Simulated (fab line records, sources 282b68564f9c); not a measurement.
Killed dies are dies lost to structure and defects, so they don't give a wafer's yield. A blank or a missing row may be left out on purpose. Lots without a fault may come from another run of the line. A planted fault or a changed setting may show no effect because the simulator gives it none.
Problem report in the 8D (eight disciplines) form, filled by code | flow rit_cmos | the parts of the form that need people (team, actions taken, sign-off) are left out

1. THE PROBLEM
PLDD_TW at RIT_PLDD_TW_MEAS_10 reads a mean of 1920 on 6 wafers of 2 lots; wafers without a fault read 2387 with a standard deviation of 13. That is -36 standard deviations from the usual mean.
First seen on wafer L244.4, day 6 19:11, on film_metro-03. The record holds 42 wafers of 14 lots with a number at this step. Rule for "out", or "out of limits": more than 4 standard deviations from the usual mean. The other wafers with a number count as sound.

2. WHAT IT IS AND WHAT IT IS NOT
question                    | is                           | is not
which readings at this step | PLDD_TW                      | -
which lots                  | L244, L245                   | L225, L232, L233, L234, L235, L236, L237, L238, L239, L243, L247, L248
which wafers of those lots  | all that have a number       | -
read on which gauges        | film_metro-03, film_metro-04 | film_metro-02
when                        | from day 6 19:11             | up to then (30 sound wafers); but 6 sound wafers of L247, L248 came after

3. SUSPECTS, AND WHAT RULES EACH OUT
Counting: a tool at a process step up to the reading stays a suspect if it ran every lot that is out and no sound lot after the first of them.
- the gauge at RIT_PLDD_TW_MEAS_10: ruled out. The wafers that are out were read on 2 gauges (film_metro-03, film_metro-04).
- implanter-02 at RIT_PLDD_IMPLANT_08: kept. It ran every lot that is out, first L244 (day 6 18:55), and no sound lot after that; its last sound lot up to then is L239 (day 5 17:37). Its own readings are out on those wafers: dose_ions_cm2, faraday_current_uA.
Left after counting: implanter-02 at RIT_PLDD_IMPLANT_08.

4. THE CAUSE (what the simulator had put in)
Process parameter drift: implanter-02, from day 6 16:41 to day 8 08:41, at RIT_PLDD_IMPLANT_08. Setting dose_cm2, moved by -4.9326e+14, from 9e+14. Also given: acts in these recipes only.
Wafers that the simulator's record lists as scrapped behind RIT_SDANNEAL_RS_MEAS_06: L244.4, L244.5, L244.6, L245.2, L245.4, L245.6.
Counting left only this tool.

5. THE CHAIN OF EFFECTS, in route order
Each row: a reading whose mean over the struck wafers that have a number lies more than 3 standard deviations from the usual. Only readings for which the record gives a usual standard deviation are gone through. hours: the time from each lot's start at the first step in this table that gives one to its start at this step, as a median over the lots. sigmas: the change in usual standard deviations.
hours | step                    | reading                   | usual        | on struck wafers | change     | sigmas
0     | RIT_PLDD_IMPLANT_08     | dose_ions_cm2             | 9.001e+14    | 4.069e+14        | -4.932e+14 | -99 or more
0     | RIT_PLDD_IMPLANT_08     | end_station_pressure_torr | 7.3e-06 Torr | 6.0e-06          | -1.3e-06   | -3.7
0     | RIT_PLDD_IMPLANT_08     | faraday_current_uA        | 2829         | 1274             | -1555      | -27
0     | RIT_PLDD_TW_MEAS_10     | PLDD_TW                   | 2387         | 1920             | -468       | -36
11    | RIT_SDANNEAL_RS_MEAS_06 | PLDD_RS                   | 178.8 ohm/sq | 302.4            | +123.6     | +99 or more
The process steps in it:
- RIT_PLDD_IMPLANT_08

6. WHAT WOULD HAVE CAUGHT IT SOONER
In this record the first reading out of limits at a measuring or inspecting step was taken at day 6 19:11, 2 hours after the fault began at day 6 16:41.
The tool's own readings at RIT_PLDD_IMPLANT_08 were out on every struck wafer that the step has a row for (dose_ions_cm2, faraday_current_uA): an alarm limit on them would have fired on the first of those.
Of the lots that are out (2), L245 began RIT_PLDD_IMPLANT_08 on implanter-02 after day 6 19:11. A hold on the tool at that time would have spared it.
